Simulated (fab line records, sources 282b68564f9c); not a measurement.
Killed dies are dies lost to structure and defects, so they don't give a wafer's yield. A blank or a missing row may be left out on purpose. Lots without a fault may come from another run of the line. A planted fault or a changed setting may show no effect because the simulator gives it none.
A struck lot beside a sound one | flow rit_cmos | 14 steps out of a route of 202
Sound: wafers L294.3, L294.4, L294.5. Struck: wafers L293.1, L293.3, L293.4. The cause comes at the end.
At each step with rows: each side's tool, then ch and its chambers, then its first start. Under that, the readings that differ: sound wafers | struck wafers | difference of the means | sigmas: that difference in standard deviations of wafers without a fault.
alike: readings whose means differ by less than 2 such deviations, and words and numbers that are the same on both sides. not compared: withheld readings, readings that some wafer has no value for, bounds like >300 that may hide the same value, and numbers for which the record gives no deviation and whose values overlap.
The two part at a step that has a row with sigmas, a row that says differs or no value, or rows on one side only. Numbers that don't overlap but have no deviation are shown without sigmas and don't part them. A reading that every wafer of one side lacks parts them only if that side has two wafers or more.

first, 2 steps without rows for these wafers: RIT_PWELL_HARDBAKE_07 (time 120 s); RIT_PWELL_IMPLANT_08.
RIT_PWELL_STRIP_09: strips in O2, time 180 s.
  sound on plasma_asher-04 ch 0,1, day 6 13:58; struck on plasma_asher-04 ch 0,1, day 6 09:19
  alike: drypump_motor_current_A, o2_flow_sccm
  not compared: rf_hours_counter_h
RIT_PWELL_TW_MEAS_10:
  sound on film_metro-04, day 6 14:06; struck on film_metro-04, day 6 09:30
  alike: PWELL_TW
then, 1 step without rows for these wafers: RIT_WELLDRIVE_ANNEAL_00 (time 14700 s).
RIT_WELLDRIVE_RS_MEAS_01: measures by four-point-probe.
  sound on film_metro-04, day 6 20:01; struck on film_metro-02, day 6 15:40
  alike: NWELL_RS
RIT_WELLDRIVE_RS_MEAS_02: measures by four-point-probe.
  sound on film_metro-04, day 6 20:08; struck on film_metro-02, day 6 15:47
  alike: PWELL_RS
then, 5 steps without rows for these wafers: RIT_NRETRO_HMDS_00 (prime time 60 s); RIT_NRETRO_COAT_01 (resist thk 1300 nm); RIT_NRETRO_SOFTBAKE_02 (time 60 s); RIT_NRETRO_EXPOSE_03 (exposes mask M4, target cd 43900 nm); RIT_NRETRO_PEB_04.
RIT_NRETRO_DEVELOP_05: develop time 68 s.
  sound on litho_track-01 ch 0, day 6 20:00; struck on litho_track-02, day 6 16:00
  no value came back on the struck wafers for chill_plate_temp_C (C), develop_time_s (s); on the sound wafers chill_plate_temp_C (C) reads 22.96 22.85 22.95
RIT_NRETRO_OVL_MEAS_06:
  sound on overlay-02, day 6 21:07; struck on overlay-02, day 6 16:55
  reading         | sound       | struck | difference                    | sigmas
  NRETRO_OVL (nm) | 1.2 2.4 3.3 | - - -  | no value on the struck wafers |

WHERE THEY PART
First at RIT_NRETRO_DEVELOP_05; last, within this record, at RIT_NRETRO_OVL_MEAS_06.

WHY: what the simulator had put in
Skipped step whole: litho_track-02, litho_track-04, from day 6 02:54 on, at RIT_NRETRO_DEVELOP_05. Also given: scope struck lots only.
